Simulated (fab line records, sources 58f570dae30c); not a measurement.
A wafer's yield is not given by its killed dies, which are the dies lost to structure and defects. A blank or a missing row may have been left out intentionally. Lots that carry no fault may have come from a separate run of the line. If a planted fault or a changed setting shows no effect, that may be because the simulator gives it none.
Which tool was responsible? + flow berkeley cmos170 + 14 lots with 42 wafers sampled at 5 steps, on a route of 331 steps

== WHAT THE GAUGES SHOWED, per wafer ==
UCB170_START_BOW_MEAS_00. Usual: INCOMING_BOW 0 um, standard deviation 6.5.
| lot  | measured    | on            | INCOMING_BOW (um) | flag |
|------|-------------|---------------|-------------------|------|
| L319 | day 1 10:01 | film metro-02 | 1 5 11            |      |
| L321 | day 1 20:01 | film metro-03 | 5 6 6             |      |
| L322 | day 2 01:00 | film metro-04 | 5 -1 -1           |      |
| L323 | day 2 06:01 | film metro-04 | -11 0 11          |      |
| L324 | day 2 11:00 | film metro-02 | 13 -8 0           |      |
| L325 | day 2 16:02 | film metro-02 | 3 -5 -5           |      |
| L326 | day 2 21:00 | film metro-03 | 6 0 0             |      |
| L327 | day 3 02:01 | film metro-03 | 10 4 6            |      |
| L328 | day 3 07:01 | film metro-02 | 4 -3 12           |      |
| L330 | day 3 17:01 | film metro-04 | -1 4 -5           |      |
| L332 | day 4 03:01 | film metro-04 | -3 1 7            |      |
| L333 | day 4 08:00 | film metro-04 | 15 4 -6           |      |
| L339 | day 5 14:02 | film metro-04 | -3 -9 1           |      |
| L342 | day 6 05:01 | film metro-02 | -2 6 3            |      |

UCB170_NWELL_TW_MEAS_16. Usual: NWELL_TW 1254, standard deviation 12.
| lot  | measured    | on            | NWELL_TW       | flag |
|------|-------------|---------------|----------------|------|
| L319 | day 2 11:08 | film metro-02 | 1247 1243 1240 |      |
| L321 | day 2 19:31 | film metro-02 | 1248 1236 1241 |      |
| L322 | day 3 06:44 | film metro-02 | 1242 1249 1244 |      |
| L323 | day 3 21:33 | film metro-02 | 1250 1244 1238 |      |
| L324 | day 3 21:13 | film metro-04 | 1275 1264 1273 |      |
| L325 | day 4 11:37 | film metro-02 | 1243 1236 1247 |      |
| L326 | day 4 11:30 | film metro-04 | 1279 1267 1269 |      |
| L327 | day 4 15:47 | film metro-04 | 1269 1267 1271 |      |
| L328 | day 4 15:31 | film metro-01 | 1260 1260 1264 |      |
| L330 | day 4 18:23 | film metro-02 | 1245 1243 1241 |      |
| L332 | day 5 06:22 | film metro-04 | 1484 1485 1493 | OFF  |
| L333 | day 5 05:50 | film metro-01 | 1264 1267 1263 |      |
| L339 | day 6 18:38 | film metro-01 | 1485 1492 1478 | OFF  |
| L342 | day 7 11:49 | film metro-01 | 1253 1253 1259 |      |

UCB170_ACTIVE_THK_MEAS_06. Usual: ACTIVE_NITRIDE_THK 221.6 nm, standard deviation 2.1.
| lot  | measured    | on            | ACTIVE_NITRIDE_THK (nm) | flag |
|------|-------------|---------------|-------------------------|------|
| L319 | day 4 17:04 | film metro-03 | 220.4 221.2 219.0       |      |
| L321 | day 5 08:38 | film metro-02 | 222.3 223.2 223.9       |      |
| L322 | day 5 18:11 | film metro-02 | 223.6 220.2 220.4       |      |
| L323 | day 5 18:12 | film metro-03 | 223.8 221.8 224.7       |      |
| L324 | day 5 18:11 | film metro-04 | 221.6 222.3 222.5       |      |
| L325 | day 6 17:32 | film metro-02 | 220.4 220.1 220.1       |      |
| L326 | day 6 17:31 | film metro-04 | 221.9 223.3 221.8       |      |
| L327 | day 7 00:46 | film metro-03 | 220.6 222.8 219.2       |      |
| L328 | day 7 00:46 | film metro-02 | 226.2 223.2 224.3       |      |
| L330 | day 7 00:49 | film metro-03 | 223.6 225.1 225.1       |      |
| L332 | day 7 10:42 | film metro-03 | 224.8 225.0 226.3       |      |
| L333 | day 7 05:17 | film metro-04 | 222.1 222.2 221.8       |      |
| L339 | day 9 01:30 | film metro-03 | 221.3 220.1 220.1       |      |
| L342 | day 9 14:44 | film metro-04 | 218.7 218.4 219.9       |      |

== EACH LOT AND THE TOOL THAT RAN IT (in order: tool; ch and the chambers of the sampled wafers; start) ==
| lot  | UCB170_NWELL_IMPLANT_14        | UCB170_NWELL_STRIP_15               |
|------|--------------------------------|-------------------------------------|
| L319 | implanter-02 ch 0, day 2 10:50 | plasma asher-01 ch 1, day 2 10:57   |
| L321 | implanter-03 ch 0, day 2 19:17 | plasma asher-02 ch 0,1, day 2 19:24 |
| L322 | implanter-02 ch 0, day 3 06:29 | plasma asher-03 ch 0,1, day 3 06:38 |
| L323 | implanter-02 ch 0, day 3 21:19 | plasma asher-01 ch 0,1, day 3 21:26 |
| L324 | implanter-03 ch 0, day 3 20:58 | plasma asher-01 ch 0,1, day 3 21:07 |
| L325 | implanter-02 ch 0, day 4 11:24 | plasma asher-01 ch 0,1, day 4 11:32 |
| L326 | implanter-03 ch 0, day 4 11:15 | plasma asher-01 ch 0,1, day 4 11:24 |
| L327 | implanter-03 ch 0, day 4 15:33 | plasma asher-01 ch 0,1, day 4 15:40 |
| L328 | implanter-02 ch 0, day 4 15:16 | plasma asher-02 ch 0,1, day 4 15:24 |
| L330 | implanter-03 ch 0, day 4 18:10 | plasma asher-02 ch 0,1, day 4 18:17 |
| L332 | implanter-02 ch 0, day 5 06:08 | plasma asher-02 ch 0,1, day 5 06:15 |
| L333 | implanter-01 ch 0, day 5 05:35 | plasma asher-01 ch 0,1, day 5 05:44 |
| L339 | implanter-02 ch 0, day 6 18:25 | plasma asher-03 ch 0,1, day 6 18:33 |
| L342 | implanter-01 ch 0, day 7 11:35 | plasma asher-03 ch 0,1, day 7 11:42 |
- UCB170_NWELL_IMPLANT_14
- UCB170_NWELL_STRIP_15: strips in O2.

== WHAT THE TOOLS THEMSELVES READ (means of the sampled wafers that have a number; where no wafer has one, the mark that the record gives instead) ==
UCB170_NWELL_IMPLANT_14. Usual: dose ions cm2 1.0004e+13, standard deviation 9.4e+09; faraday current uA 31.7, standard deviation 0.61.
| lot  | tool         | dose ions cm2 | faraday current uA | flag |
|------|--------------|---------------|--------------------|------|
| L319 | implanter-02 | 1.0016e+13    | 31.9               |      |
| L321 | implanter-03 | 1.0009e+13    | 31.9               |      |
| L322 | implanter-02 | 1.0013e+13    | 31.8               |      |
| L323 | implanter-02 | 1.0011e+13    | 31.0               |      |
| L324 | implanter-03 | 9.9977e+12    | 32.2               |      |
| L325 | implanter-02 | 1.0009e+13    | 31.4               |      |
| L326 | implanter-03 | 9.9977e+12    | 31.8               |      |
| L327 | implanter-03 | 1.0003e+13    | 32.1               |      |
| L328 | implanter-02 | 1.0010e+13    | 31.6               |      |
| L330 | implanter-03 | 9.9990e+12    | 32.5               |      |
| L332 | implanter-02 | 1.6564e+13    | 52.1               | OFF  |
| L333 | implanter-01 | 9.9910e+12    | 31.2               |      |
| L339 | implanter-02 | 1.6557e+13    | 52.3               | OFF  |
| L342 | implanter-01 | 1.0010e+13    | 32.2               |      |

UCB170_NWELL_STRIP_15. Usual: drypump motor current A 5.9 A, standard deviation 0.54; oes product au 0.721 a.u., standard deviation 0.0046; strip time to endpoint s 17.99 s, standard deviation 0.079.
| lot  | tool            | drypump motor current A (A) | oes product au (a.u.) | strip time to endpoint s (s) | flag |
|------|-----------------|-----------------------------|-----------------------|------------------------------|------|
| L319 | plasma asher-01 | 6.4                         | 0.724                 | 17.95                        |      |
| L321 | plasma asher-02 | 6.3                         | 0.714                 | 17.95                        |      |
| L322 | plasma asher-03 | 5.3                         | 0.722                 | 18.01                        |      |
| L323 | plasma asher-01 | 5.7                         | 0.728                 | 17.99                        |      |
| L324 | plasma asher-01 | 5.7                         | 0.719                 | 18.06                        |      |
| L325 | plasma asher-01 | 6.0                         | 0.719                 | 18.11                        |      |
| L326 | plasma asher-01 | 6.0                         | 0.721                 | 18.00                        |      |
| L327 | plasma asher-01 | 5.7                         | 0.718                 | 18.02                        |      |
| L328 | plasma asher-02 | 6.0                         | 0.727                 | 18.07                        |      |
| L330 | plasma asher-02 | 6.0                         | 0.718                 | 18.05                        |      |
| L332 | plasma asher-02 | 6.0                         | 0.726                 | 18.11                        |      |
| L333 | plasma asher-01 | 5.7                         | 0.721                 | 18.01                        |      |
| L339 | plasma asher-03 | 5.3                         | 0.721                 | 17.99                        |      |
| L342 | plasma asher-03 | 5.3                         | 0.718                 | 17.95                        |      |

== THE ANSWER, worked out from the rows above alone ==
Rule: a lot counts as off when the mean over its wafers that have a number is more than 3 standard deviations away from the usual mean. A lot without any number at a reading at which 4 lots or more have one is off too. Where the step has rows for the other lots, those lots are counted as sound. The gauges are gone through in route order, then the tools' own readings, and for those a lot's mean is taken as printed above. At the first step where some lot is off, the reading lying furthest off is the one used; lots without a number count as furthest.
Off: L332, L339, seen at UCB170_NWELL_TW_MEAS_16 (NWELL_TW).
If a tool, at a process step before that reading, ran all the lots that are off and no sound lot after the first of them, it fits. The gauges at UCB170_NWELL_TW_MEAS_16 aren't tried: what is off there is off at UCB170_NWELL_IMPLANT_14 too, on other tools, and a gauge's error can't cause that. One fits: UCB170_NWELL_IMPLANT_14 on implanter-02. Its last sound lot is L328 (day 4 15:16), its first lot that is off L332 (day 5 06:08): a fault that began between those two fits.
The tool's own readings at UCB170_NWELL_IMPLANT_14 bear it out: on the lots that are off they differ by more than 5 times the standard deviation of the sound lots' means. dose ions cm2 reads 1.6560e+13 there against 1.0006e+13 on the sound lots; faraday current uA reads 52.2 there against 31.8 on the sound lots.

== WHAT WAS PUT IN BY THE SIMULATOR ==
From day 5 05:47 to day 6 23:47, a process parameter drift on implanter-02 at UCB170_NWELL_IMPLANT_14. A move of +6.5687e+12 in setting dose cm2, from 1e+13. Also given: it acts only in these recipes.
Struck lots among those shown: L332, L339. The rule above reached the same finding.
